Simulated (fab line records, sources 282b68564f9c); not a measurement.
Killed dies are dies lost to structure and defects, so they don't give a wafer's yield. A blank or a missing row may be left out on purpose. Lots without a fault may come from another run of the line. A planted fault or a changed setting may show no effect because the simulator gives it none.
One fault seen from 2 desks | flow rit_cmos | each desk has only its own numbers; what lay behind them comes last

THE TOOL OWNER'S DESK: pvd_sputter-01
The tool's own readings at RIT_SILICIDE_SPUTTER_01 (material Ti, target thk 30 nm, time 240 s): means of the sampled wafers that have a number, for each lot that ran on this tool. A lot is out of limits, marked OUT, if its mean lies more than 4 standard deviations from the usual mean; the brackets give that distance.
Columns: A = cathode_dc_power_W at RIT_SILICIDE_SPUTTER_01, usual 350.01 W; B = chamber_pressure_pa at RIT_SILICIDE_SPUTTER_01, usual 0.6669 Pa; C = throttle_valve_pct at RIT_SILICIDE_SPUTTER_01, usual 29.8 %
lot  | first seen here | A      | B                | C
L745 | day 3 02:43     | 350.00 | 0.6676           | 29.4
L747 | day 3 12:35     | 350.01 | 0.6658           | 29.7
L749 | day 3 21:56     | 350.00 | 0.6666           | 29.6
L751 | day 4 07:58     | 350.04 | 0.6663           | 29.2
L755 | day 5 03:58     | 350.02 | 0.6103 (-44) OUT | 32.2
L757 | day 5 16:05     | 350.05 | 0.6388 (-22) OUT | 30.2
This desk's finding: out of limits on L755, L757; first on L755, day 5 03:58 (chamber_pressure_pa at RIT_SILICIDE_SPUTTER_01). In limits: L745, L747, L749, L751.

THE METROLOGY DESK
What the gauges read, lot by lot, whatever tool the lot ran on: means of the sampled wafers that have a number. A lot is out of limits, marked OUT, if its mean lies more than 4 standard deviations from the usual mean; the brackets give that distance.
Columns: A = SILICIDE_TI_RS at RIT_SILICIDE_RS_MEAS_02, usual 48.2 ohm/sq
lot  | first seen here | A
L745 | day 3 02:53     | 47.8
L746 | day 3 07:42     | 48.7
L747 | day 3 12:46     | 49.1
L748 | day 3 16:06     | 49.2
L749 | day 3 22:05     | 46.8
L750 | day 4 03:25     | 47.1
L751 | day 4 08:09     | 48.0
L752 | day 4 12:31     | 47.9
L755 | day 5 04:08     | 40.7 (-8.4) OUT
L757 | day 5 16:16     | 44.4 (-4.3) OUT
L762 | day 6 17:21     | 48.9
L764 | day 7 00:40     | 48.2
L766 | day 7 10:30     | 49.1
L768 | day 7 22:47     | 48.5
This desk's finding: out of limits on L755, L757; first on L755, day 5 04:08 (SILICIDE_TI_RS at RIT_SILICIDE_RS_MEAS_02). In limits: L745, L746, L747, L748, L749, L750, L751, L752, L762, L764, L766, L768.

PUT TOGETHER
The tool owner's desk could have raised an alarm at day 5 03:58, on L755, L757.
The metrology desk could have raised an alarm at day 5 04:08, on L755, L757.
Of the lots named, all ran RIT_SILICIDE_SPUTTER_01 on pvd_sputter-01.

WHAT THE SIMULATOR HAD PUT IN
Process parameter drift: pvd_sputter-01, from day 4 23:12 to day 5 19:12, at RIT_SILICIDE_SPUTTER_01. Setting chamber_pressure_pa, moved by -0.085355, from 0.667. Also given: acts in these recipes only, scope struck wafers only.
Lots struck among those shown: L755, L757.
Hours from the fault's start to each desk's first reading out of limits: the tool owner's desk, 5; the metrology desk, 5.
